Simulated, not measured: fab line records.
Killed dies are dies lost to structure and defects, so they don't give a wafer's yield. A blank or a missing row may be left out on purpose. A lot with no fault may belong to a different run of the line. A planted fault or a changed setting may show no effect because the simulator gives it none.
Which tool is to blame? / flow berkeley cmos170 / Sampling: 14 lots, 42 wafers, 4 of 331 route steps

## WHAT THE GAUGES SHOWED, per wafer
UCB170_NVT_TW_MEAS_09. Usual: for NVT_TW the level is 522 and the standard deviation is 4.6.
lot=L830; measured=day 6 14:55; on=film metro-01; NVT_TW=525 526 524; flag=
lot=L832; measured=day 6 15:19; on=film metro-02; NVT_TW=519 517 520; flag=
lot=L833; measured=day 6 15:12; on=film metro-02; NVT_TW=517 518 519; flag=
lot=L831; measured=day 6 15:02; on=film metro-02; NVT_TW=520 521 519; flag=
lot=L834; measured=day 7 09:38; on=film metro-01; NVT_TW=528 529 529; flag=
lot=L838; measured=day 8 04:56; on=film metro-01; NVT_TW=526 529 527; flag=
lot=L842; measured=day 8 12:44; on=film metro-02; NVT_TW=623 622 619; flag=OFF
lot=L840; measured=day 8 13:13; on=film metro-02; NVT_TW=520 514 515; flag=
lot=L843; measured=day 9 15:20; on=film metro-01; NVT_TW=638 636 636; flag=OFF
lot=L848; measured=day 10 17:13; on=film metro-02; NVT_TW=522 521 520; flag=
lot=L852; measured=day 11 05:04; on=film metro-02; NVT_TW=521 524 523; flag=
lot=L850; measured=day 11 05:37; on=film metro-02; NVT_TW=522 522 522; flag=
lot=L851; measured=day 11 05:38; on=film metro-04; NVT_TW=516 515 516; flag=
lot=L849; measured=day 11 05:21; on=film metro-02; NVT_TW=519 520 518; flag=

## EACH LOT AND THE TOOL THAT RAN IT (in order: tool; ch and the chambers of the sampled wafers; start)
lot=L830; UCB170_ACTIVE_ETCH_15=rie diel-03 ch 0,1, day 4 23:59; UCB170_ACTIVE_STRIP_16=plasma asher-04 ch 0,1, day 5 00:05; UCB170_NVT_IMPLANT_07=implanter-01 ch 0, day 6 14:41
lot=L832; UCB170_ACTIVE_ETCH_15=rie diel-02 ch 0,3, day 5 05:40; UCB170_ACTIVE_STRIP_16=plasma asher-04 ch 0,1, day 5 05:46; UCB170_NVT_IMPLANT_07=implanter-03 ch 0, day 6 15:05
lot=L833; UCB170_ACTIVE_ETCH_15=rie diel-01 ch 0,2,3, day 5 05:56; UCB170_ACTIVE_STRIP_16=plasma asher-01 ch 0,1, day 5 06:04; UCB170_NVT_IMPLANT_07=implanter-01 ch 0, day 6 14:59
lot=L831; UCB170_ACTIVE_ETCH_15=rie diel-03 ch 0,2,3, day 5 06:13; UCB170_ACTIVE_STRIP_16=plasma asher-04 ch 0,1, day 5 06:19; UCB170_NVT_IMPLANT_07=implanter-04 ch 0, day 6 14:47
lot=L834; UCB170_ACTIVE_ETCH_15=rie diel-03 ch 0,1, day 5 20:08; UCB170_ACTIVE_STRIP_16=plasma asher-03 ch 0,1, day 5 20:17; UCB170_NVT_IMPLANT_07=implanter-03 ch 0, day 7 09:23
lot=L838; UCB170_ACTIVE_ETCH_15=rie diel-03 ch 0,2,3, day 6 11:53; UCB170_ACTIVE_STRIP_16=plasma asher-03 ch 0,1, day 6 11:59; UCB170_NVT_IMPLANT_07=implanter-04 ch 0, day 8 04:42
lot=L842; UCB170_ACTIVE_ETCH_15=rie diel-03 ch 0,1,2, day 7 00:20; UCB170_ACTIVE_STRIP_16=plasma asher-03 ch 0,1, day 7 00:26; UCB170_NVT_IMPLANT_07=implanter-04 ch 0, day 8 12:29
lot=L840; UCB170_ACTIVE_ETCH_15=rie diel-02 ch 0,2,3, day 7 00:42; UCB170_ACTIVE_STRIP_16=plasma asher-01 ch 0,1, day 7 00:48; UCB170_NVT_IMPLANT_07=implanter-03 ch 0, day 8 12:58
lot=L843; UCB170_ACTIVE_ETCH_15=rie diel-01 ch 1,2,3, day 7 16:28; UCB170_ACTIVE_STRIP_16=plasma asher-01 ch 0,1, day 7 16:34; UCB170_NVT_IMPLANT_07=implanter-04 ch 0, day 9 15:05
lot=L848; UCB170_ACTIVE_ETCH_15=rie diel-02 ch 1,2,3, day 8 15:02; UCB170_ACTIVE_STRIP_16=plasma asher-03 ch 0,1, day 8 15:10; UCB170_NVT_IMPLANT_07=implanter-01 ch 0, day 10 16:59
lot=L852; UCB170_ACTIVE_ETCH_15=rie diel-01 ch 0,1,2, day 9 05:35; UCB170_ACTIVE_STRIP_16=plasma asher-03 ch 0,1, day 9 05:41; UCB170_NVT_IMPLANT_07=implanter-01 ch 0, day 11 04:49
lot=L850; UCB170_ACTIVE_ETCH_15=rie diel-02 ch 0,3, day 9 06:17; UCB170_ACTIVE_STRIP_16=plasma asher-01 ch 0,1, day 9 06:23; UCB170_NVT_IMPLANT_07=implanter-01 ch 0, day 11 05:22
lot=L851; UCB170_ACTIVE_ETCH_15=rie diel-01 ch 0,1,3, day 9 06:22; UCB170_ACTIVE_STRIP_16=plasma asher-03 ch 0,1, day 9 06:28; UCB170_NVT_IMPLANT_07=implanter-03 ch 0, day 11 05:23
lot=L849; UCB170_ACTIVE_ETCH_15=rie diel-03 ch 0,1, day 9 06:25; UCB170_ACTIVE_STRIP_16=plasma asher-01 ch 0,1, day 9 06:31; UCB170_NVT_IMPLANT_07=implanter-01 ch 0, day 11 05:07
- UCB170_ACTIVE_ETCH_15: etches Si3N4 in CH3F/Ar/O2, stops on SiO2, target depth 242 nm, time 151 s.
- UCB170_ACTIVE_STRIP_16: strips in O2.
- UCB170_NVT_IMPLANT_07

## AS READ BY THE TOOLS THEMSELVES (means over the sampled wafers that have a number; for cases with no such wafer, the mark the record gives instead)
UCB170_ACTIVE_ETCH_15. Usual: drypump motor current A 5.7 A, standard deviation 0.38; oes product au 0.942 a.u., standard deviation 0.017; throttle valve pct 8.03 %, standard deviation 0.1.
lot=L830; tool=rie diel-03; drypump motor current A (A)=5.7; oes product au (a.u.)=0.923; throttle valve pct (%)=7.89; flag=
lot=L832; tool=rie diel-02; drypump motor current A (A)=6.1; oes product au (a.u.)=0.955; throttle valve pct (%)=8.05; flag=
lot=L833; tool=rie diel-01; drypump motor current A (A)=5.6; oes product au (a.u.)=0.949; throttle valve pct (%)=8.01; flag=
lot=L831; tool=rie diel-03; drypump motor current A (A)=5.8; oes product au (a.u.)=0.937; throttle valve pct (%)=7.97; flag=
lot=L834; tool=rie diel-03; drypump motor current A (A)=5.7; oes product au (a.u.)=0.931; throttle valve pct (%)=7.89; flag=
lot=L838; tool=rie diel-03; drypump motor current A (A)=5.8; oes product au (a.u.)=0.949; throttle valve pct (%)=7.96; flag=
lot=L842; tool=rie diel-03; drypump motor current A (A)=5.7; oes product au (a.u.)=0.936; throttle valve pct (%)=7.98; flag=
lot=L840; tool=rie diel-02; drypump motor current A (A)=5.6; oes product au (a.u.)=0.958; throttle valve pct (%)=7.99; flag=
lot=L843; tool=rie diel-01; drypump motor current A (A)=5.6; oes product au (a.u.)=0.944; throttle valve pct (%)=8.08; flag=
lot=L848; tool=rie diel-02; drypump motor current A (A)=5.4; oes product au (a.u.)=0.944; throttle valve pct (%)=8.04; flag=
lot=L852; tool=rie diel-01; drypump motor current A (A)=5.4; oes product au (a.u.)=0.940; throttle valve pct (%)=8.05; flag=
lot=L850; tool=rie diel-02; drypump motor current A (A)=6.0; oes product au (a.u.)=0.961; throttle valve pct (%)=8.03; flag=
lot=L851; tool=rie diel-01; drypump motor current A (A)=5.7; oes product au (a.u.)=0.940; throttle valve pct (%)=8.07; flag=
lot=L849; tool=rie diel-03; drypump motor current A (A)=5.7; oes product au (a.u.)=0.919; throttle valve pct (%)=8.00; flag=

UCB170_ACTIVE_STRIP_16. Usual: drypump motor current A 5.56 A, standard deviation 0.13; oes product au 0.721 a.u., standard deviation 0.0049; strip time to endpoint s 18.10 s, standard deviation 0.058.
lot=L830; tool=plasma asher-04; drypump motor current A (A)=5.47; oes product au (a.u.)=0.724; strip time to endpoint s (s)=18.09; flag=
lot=L832; tool=plasma asher-04; drypump motor current A (A)=5.54; oes product au (a.u.)=0.724; strip time to endpoint s (s)=18.08; flag=
lot=L833; tool=plasma asher-01; drypump motor current A (A)=5.56; oes product au (a.u.)=0.722; strip time to endpoint s (s)=18.13; flag=
lot=L831; tool=plasma asher-04; drypump motor current A (A)=5.48; oes product au (a.u.)=0.719; strip time to endpoint s (s)=18.02; flag=
lot=L834; tool=plasma asher-03; drypump motor current A (A)=5.50; oes product au (a.u.)=0.720; strip time to endpoint s (s)=18.08; flag=
lot=L838; tool=plasma asher-03; drypump motor current A (A)=5.55; oes product au (a.u.)=0.723; strip time to endpoint s (s)=18.11; flag=
lot=L842; tool=plasma asher-03; drypump motor current A (A)=5.57; oes product au (a.u.)=0.725; strip time to endpoint s (s)=18.11; flag=
lot=L840; tool=plasma asher-01; drypump motor current A (A)=5.57; oes product au (a.u.)=0.720; strip time to endpoint s (s)=18.05; flag=
lot=L843; tool=plasma asher-01; drypump motor current A (A)=5.66; oes product au (a.u.)=0.719; strip time to endpoint s (s)=18.09; flag=
lot=L848; tool=plasma asher-03; drypump motor current A (A)=5.54; oes product au (a.u.)=0.721; strip time to endpoint s (s)=18.11; flag=
lot=L852; tool=plasma asher-03; drypump motor current A (A)=5.56; oes product au (a.u.)=0.718; strip time to endpoint s (s)=18.15; flag=
lot=L850; tool=plasma asher-01; drypump motor current A (A)=5.58; oes product au (a.u.)=0.719; strip time to endpoint s (s)=18.09; flag=
lot=L851; tool=plasma asher-03; drypump motor current A (A)=5.54; oes product au (a.u.)=0.720; strip time to endpoint s (s)=18.10; flag=
lot=L849; tool=plasma asher-01; drypump motor current A (A)=5.65; oes product au (a.u.)=0.722; strip time to endpoint s (s)=18.12; flag=

UCB170_NVT_IMPLANT_07. Usual: dose ions cm2 3e+12, standard deviation 3.3e+09; faraday current uA 9.52, standard deviation 0.19.
lot=L830; tool=implanter-01; dose ions cm2=3e+12; faraday current uA=9.62; flag=
lot=L832; tool=implanter-03; dose ions cm2=3e+12; faraday current uA=9.42; flag=
lot=L833; tool=implanter-01; dose ions cm2=3e+12; faraday current uA=9.65; flag=
lot=L831; tool=implanter-04; dose ions cm2=3e+12; faraday current uA=9.51; flag=
lot=L834; tool=implanter-03; dose ions cm2=3e+12; faraday current uA=9.65; flag=
lot=L838; tool=implanter-04; dose ions cm2=3e+12; faraday current uA=9.28; flag=
lot=L842; tool=implanter-04; dose ions cm2=5e+12; faraday current uA=17.17; flag=OFF
lot=L840; tool=implanter-03; dose ions cm2=3e+12; faraday current uA=9.39; flag=
lot=L843; tool=implanter-04; dose ions cm2=5e+12; faraday current uA=17.21; flag=OFF
lot=L848; tool=implanter-01; dose ions cm2=3e+12; faraday current uA=9.48; flag=
lot=L852; tool=implanter-01; dose ions cm2=3e+12; faraday current uA=9.36; flag=
lot=L850; tool=implanter-01; dose ions cm2=3e+12; faraday current uA=9.44; flag=
lot=L851; tool=implanter-03; dose ions cm2=3e+12; faraday current uA=9.48; flag=
lot=L849; tool=implanter-01; dose ions cm2=3e+12; faraday current uA=9.38; flag=

## THE ANSWER, worked out from the rows above alone
Rule: lot off if the mean of its wafers having a number is beyond 3 standard deviations from the usual mean. A lot without any number at a reading at which 4 lots or more have one is off too. Any other lot the step has rows for is counted as sound. Order of review: gauges by route order, followed by the tools' own readings, for which a lot's mean as printed above is used. At the first step where some lot is off, the reading lying furthest off is the one used; lots without a number count as furthest.
Off: at UCB170_NVT_TW_MEAS_09 (NVT_TW), L842, L843.
If a tool, at a process step before that reading, ran all the lots that are off and no sound lot after the first of them, it fits. Not tried: the gauges at UCB170_NVT_TW_MEAS_09; whatever is off there is also off at UCB170_NVT_IMPLANT_07, on other tools, and gauge error can't account for it. One fits: UCB170_NVT_IMPLANT_07 on implanter-04. Its last sound lot is L838 (day 8 04:42), its first lot that is off L842 (day 8 12:29): a fault that began between those two fits.
The tool's own readings at UCB170_NVT_IMPLANT_07 bear it out: on the lots that are off they differ by more than 5 times the standard deviation of the sound lots' means. dose ions cm2 reads 5e+12 there against 3e+12 on the sound lots; faraday current uA reads 17.19 there against 9.47 on the sound lots.

## WHAT WAS PUT IN BY THE SIMULATOR
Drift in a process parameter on implanter-04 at UCB170_NVT_IMPLANT_07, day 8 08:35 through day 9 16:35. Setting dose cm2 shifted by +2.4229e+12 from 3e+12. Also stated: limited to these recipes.
Lots struck among those shown: L842, L843. This agrees with what the rule above found.
